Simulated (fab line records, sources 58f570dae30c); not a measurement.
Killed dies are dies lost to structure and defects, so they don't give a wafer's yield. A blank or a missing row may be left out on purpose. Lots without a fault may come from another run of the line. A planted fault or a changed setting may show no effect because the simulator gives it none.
One fault seen from 2 desks | flow berkeley_cmos170 | each desk has only its own numbers; what lay behind them comes last

THE TOOL OWNER'S DESK: rie_diel-02
The tool's own readings at UCB170_M1_ETCH_11 (etches BARC in N2/H2): means of the sampled wafers that have a number, for each lot that ran on this tool. A lot is out of limits, marked OUT, if its mean lies more than 4 standard deviations from the usual mean; the brackets give that distance.
Columns: A = drypump_motor_current_A at UCB170_M1_ETCH_11, usual 5.7 A; B = oes_product_au at UCB170_M1_ETCH_11, usual 0.999 a.u.; C = throttle_valve_pct at UCB170_M1_ETCH_11, usual 13.31 %
lot  | first seen here | A   | B               | C
L972 | day 7 22:57     | 5.5 | 1.009           | 13.31
L977 | day 9 02:19     | 5.7 | 0.995           | 13.29
L975 | day 9 04:14     | 5.6 | 1.014           | 13.27
L980 | day 10 04:05    | 5.7 | 0.981           | 13.37
L981 | day 10 06:02    | 5.9 | 0.979           | 13.39
L985 | day 11 08:08    | 5.7 | 1.367 (+15) OUT | 13.33
L986 | day 11 09:02    | 5.5 | 1.395 (+16) OUT | 13.23
This desk's finding: out of limits on L985, L986; first on L985, day 11 08:08 (oes_product_au at UCB170_M1_ETCH_11). In limits: L972, L977, L975, L980, L981.

THE METROLOGY DESK
What the gauges read, lot by lot, whatever tool the lot ran on: means of the sampled wafers that have a number. A lot is out of limits, marked OUT, if its mean lies more than 4 standard deviations from the usual mean; the brackets give that distance.
Columns: A = CONTACT_PSG_THK at UCB170_CONTACT_THK_MEAS_02, usual 700 nm; B = cd_nm at UCB170_CONTACT_CD_MEAS_15, usual 699.8 nm; C = V1_POLISHED_THK at UCB170_V1_THK_MEAS_04, usual 1000.3 nm
lot  | first seen here | A   | B     | C
L972 | day 7 17:17     | 690 | 701.3 | 1002.2
L973 | day 8 06:11     | 703 | 699.3 | 1000.2
L977 | day 8 21:57     | 701 | 699.1 | 999.5
L976 | day 8 23:44     | 703 | 701.2 | 999.4
L975 | day 8 23:44     | 709 | 699.1 | 1001.0
L980 | day 9 22:28     | 705 | 700.2 | 1001.6
L981 | day 9 23:44     | 691 | 700.7 | 1001.7
L985 | day 11 04:02    | 695 | 698.7 | 997.9
L986 | day 11 05:17    | 700 | 699.6 | 1000.6
L990 | day 11 16:17    | 701 | 698.5 | 999.3
L988 | day 11 17:23    | 703 | 702.4 | 1001.7
L991 | day 12 01:26    | 703 | 701.1 | 998.6
L993 | day 12 18:08    | 696 | 699.1 | 999.9
L992 | day 12 18:09    | 698 | 701.5 | 999.9
This desk's finding: nothing out of limits on any of the 14 lots.

PUT TOGETHER
The tool owner's desk could have raised an alarm at day 11 08:08, on L985, L986.
The metrology desk saw nothing out of limits.
The metrology desk has L985, L986 on record, within its limits.
Of the lots named, all ran UCB170_M1_ETCH_11 on rie_diel-02.

WHAT THE SIMULATOR HAD PUT IN
Process parameter drift: rie_diel-02, from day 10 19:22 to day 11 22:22, at UCB170_M1_ETCH_11. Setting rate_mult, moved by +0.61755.
Lots struck among those shown: L985, L986.
Hours from the fault's start to each desk's first reading out of limits: the tool owner's desk, 13.
